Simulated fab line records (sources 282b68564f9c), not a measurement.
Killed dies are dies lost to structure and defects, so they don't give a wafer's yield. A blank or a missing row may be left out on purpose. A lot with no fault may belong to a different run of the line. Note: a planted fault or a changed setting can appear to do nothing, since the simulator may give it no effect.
Which tool was responsible? / flow ritCmos / 42 wafers from 14 lots sampled at 2 of the route's 202 steps

WHAT EACH GAUGE READ, for each wafer
RIT_REOX_THK_MEAS_04.
lot=L186; measured=day 2 21:59; on=filmMetro-03; REOX_OXIDE_THK (nm)=24.5 24.9 25.0
lot=L187; measured=day 3 01:55; on=filmMetro-03; REOX_OXIDE_THK (nm)=24.1 24.3 23.9
lot=L188; measured=day 3 09:34; on=filmMetro-01; REOX_OXIDE_THK (nm)=24.4 24.6 24.5
lot=L189; measured=day 3 16:41; on=filmMetro-02; REOX_OXIDE_THK (nm)=24.9 25.1 24.9
lot=L191; measured=day 4 00:29; on=filmMetro-02; REOX_OXIDE_THK (nm)=24.2 25.1 24.6
lot=L193; measured=day 4 14:22; on=filmMetro-02; REOX_OXIDE_THK (nm)=26.0 26.1 26.1
lot=L194; measured=day 4 20:14; on=filmMetro-02; REOX_OXIDE_THK (nm)=24.3 24.2 24.5
lot=L196; measured=day 5 05:41; on=filmMetro-03; REOX_OXIDE_THK (nm)=25.2 25.5 24.8
lot=L198; measured=day 5 10:50; on=filmMetro-03; REOX_OXIDE_THK (nm)=24.1 24.4 24.8
lot=L201; measured=day 6 01:38; on=filmMetro-02; REOX_OXIDE_THK (nm)=28.3 28.3 27.9
lot=L204; measured=day 6 16:28; on=filmMetro-01; REOX_OXIDE_THK (nm)=25.5 25.4 25.6
lot=L206; measured=day 7 01:26; on=filmMetro-03; REOX_OXIDE_THK (nm)=27.7 27.9 27.7
lot=L207; measured=day 7 07:41; on=filmMetro-01; REOX_OXIDE_THK (nm)=25.4 26.0 25.5
lot=L208; measured=day 7 11:44; on=filmMetro-01; REOX_OXIDE_THK (nm)=24.5 24.8 24.5

WHAT TOOL EACH LOT RAN ON (gives the tool, then ch and the chambers of the sampled wafers, and finally the start)
lot=L186; RIT_REOX_OXIDATION_03=furnace-03 ch 0, day 2 19:26
lot=L187; RIT_REOX_OXIDATION_03=furnace-02 ch 0, day 2 23:21
lot=L188; RIT_REOX_OXIDATION_03=furnace-03 ch 0, day 3 07:01
lot=L189; RIT_REOX_OXIDATION_03=furnace-01 ch 0, day 3 14:08
lot=L191; RIT_REOX_OXIDATION_03=furnace-03 ch 0, day 3 21:55
lot=L193; RIT_REOX_OXIDATION_03=furnace-01 ch 0, day 4 11:49
lot=L194; RIT_REOX_OXIDATION_03=furnace-03 ch 0, day 4 17:41
lot=L196; RIT_REOX_OXIDATION_03=furnace-02 ch 0, day 5 03:06
lot=L198; RIT_REOX_OXIDATION_03=furnace-03 ch 0, day 5 08:17
lot=L201; RIT_REOX_OXIDATION_03=furnace-01 ch 0, day 5 23:05
lot=L204; RIT_REOX_OXIDATION_03=furnace-03 ch 0, day 6 13:55
lot=L206; RIT_REOX_OXIDATION_03=furnace-01 ch 0, day 6 22:53
lot=L207; RIT_REOX_OXIDATION_03=furnace-03 ch 0, day 7 05:08
lot=L208; RIT_REOX_OXIDATION_03=furnace-03 ch 0, day 7 09:11
- RIT_REOX_OXIDATION_03: target thk 25.2 nm, ox time 5580 s.

WHAT THE TOOLS THEMSELVES READ (means of the sampled wafers that have a number; where no wafer has one, the mark that the record gives instead)
RIT_REOX_OXIDATION_03.
lot=L186; tool=furnace-03; zonePowerSourcePct (%)=27.3
lot=L187; tool=furnace-02; zonePowerSourcePct (%)=26.8
lot=L188; tool=furnace-03; zonePowerSourcePct (%)=27.5
lot=L189; tool=furnace-01; zonePowerSourcePct (%)=23.1
lot=L191; tool=furnace-03; zonePowerSourcePct (%)=27.2
lot=L193; tool=furnace-01; zonePowerSourcePct (%)=22.9
lot=L194; tool=furnace-03; zonePowerSourcePct (%)=27.2
lot=L196; tool=furnace-02; zonePowerSourcePct (%)=26.6
lot=L198; tool=furnace-03; zonePowerSourcePct (%)=27.4
lot=L201; tool=furnace-01; zonePowerSourcePct (%)=22.9
lot=L204; tool=furnace-03; zonePowerSourcePct (%)=27.3
lot=L206; tool=furnace-01; zonePowerSourcePct (%)=23.0
lot=L207; tool=furnace-03; zonePowerSourcePct (%)=27.2
lot=L208; tool=furnace-03; zonePowerSourcePct (%)=27.1

THE ANSWER, worked out from the rows above alone
Rule: usual is defined by the lots themselves. The widest of any qualifying gaps counts: lots, ordered by their means at a reading, are off when they make up no more than a third of the lots, leave a main group of 4 or more, and stand apart from it by 3 or more times the standard deviation of that group's means. If all means in a main group match to the digits the tables above print for the reading, that group is not used. Also off: a lot with no number at a reading for which 4 or more lots have one. Any other lot the step has rows for is counted as sound. Order of review: gauges by route order, followed by the tools' own readings, for which a lot's mean as printed above is used. The first step at which some lot is off is used, and at that step the reading that is off furthest; a lot without a number counts as furthest.
Off: at RIT_REOX_THK_MEAS_04 (REOX_OXIDE_THK), L201, L206. The main group: mean 24.9 nm, standard deviation 0.57.
A tool fits if, at a process step before that reading, it ran every lot that is off, and no sound lot after the first of them. Not tried: the gauges at RIT_REOX_THK_MEAS_04; whatever is off there is also off at RIT_REOX_OXIDATION_03, on other tools, and gauge error can't account for it. One fits: furnace-01 at RIT_REOX_OXIDATION_03. Its last sound lot is L193 (day 4 11:49), its first lot that is off L201 (day 5 23:05): a fault that began between those two fits.

WHAT THE SIMULATOR HAD PUT IN
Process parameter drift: furnace-01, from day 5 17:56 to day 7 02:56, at RIT_REOX_OXIDATION_03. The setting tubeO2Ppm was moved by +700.
Lots struck among those shown: L201, L206. The same result came from the rule above.
